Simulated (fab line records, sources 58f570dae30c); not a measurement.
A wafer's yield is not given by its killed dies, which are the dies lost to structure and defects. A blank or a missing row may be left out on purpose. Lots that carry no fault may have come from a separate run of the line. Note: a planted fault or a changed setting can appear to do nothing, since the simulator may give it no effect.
Chamber matching | flow berkeleyCmos170 | 4 sister chambers for UCB170_V2_CMP_02 on cmp-01
The step polishes SiO2. 8 wafers are shown with their chamber, then 7 later ones without.

== WAFERS, EACH WITH ITS CHAMBER ==
wafer  | chamber | motorCurrentA (A) | edgeZonePressureFrac
L846.4 | 3       | 13.7              | 1.008
L846.6 | 0       | 14.4              | 0.996
L844.1 | 0       | 14.9              | 0.998
L848.4 | 3       | 14.3              | 1.010
L851.5 | 1       | 17.1              | 1.007
L851.6 | 2       | 15.6              | 0.997
L853.1 | 1       | 17.9              | 0.996
L853.2 | 2       | 15.6              | 0.999

== WAFERS WHOSE CHAMBER IS MISSING ==
wafer  | motorCurrentA (A) | edgeZonePressureFrac
L853.3 | 14.7              | 0.989
L855.1 | 17.8              | 1.005
L855.5 | 14.3              | 0.998
L855.6 | 17.4              | 1.008
L859.2 | 14.5              | 0.995
L859.4 | 16.8              | 0.991
L859.6 | 14.0              | 1.003

== WHICH CHAMBER EACH ONE RAN IN ==
wafer  | from the rows above     | in truth
L853.3 | can't be placed: 0 or 2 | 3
L855.1 | 1                       | 1
L855.5 | can't be placed: 0 or 3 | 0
L855.6 | 1                       | 1
L859.2 | 0                       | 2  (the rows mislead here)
L859.4 | can't be placed: 1 or 2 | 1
L859.6 | can't be placed: 3 or 0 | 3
Correctly placed: 2 of 7. Cannot be placed on the basis of these rows: 4; the candidates contain the true chamber in 3. Number placed wrongly: 1.
How it was worked out, from the rows above alone: a wafer's distance from a chamber is the root of the sum, over the readings, of the square of ((its reading less the chamber's mean) divided by the reading's scatter). The wafer belongs to the nearest chamber; if the next one is less than 2 further off, it can't be placed. For every chamber, the mean is computed from those of its wafers that are shown. The scatter: the root of (the sum of the squares of (reading less its chamber's mean) over the shown wafers, divided by (wafers less chambers)).
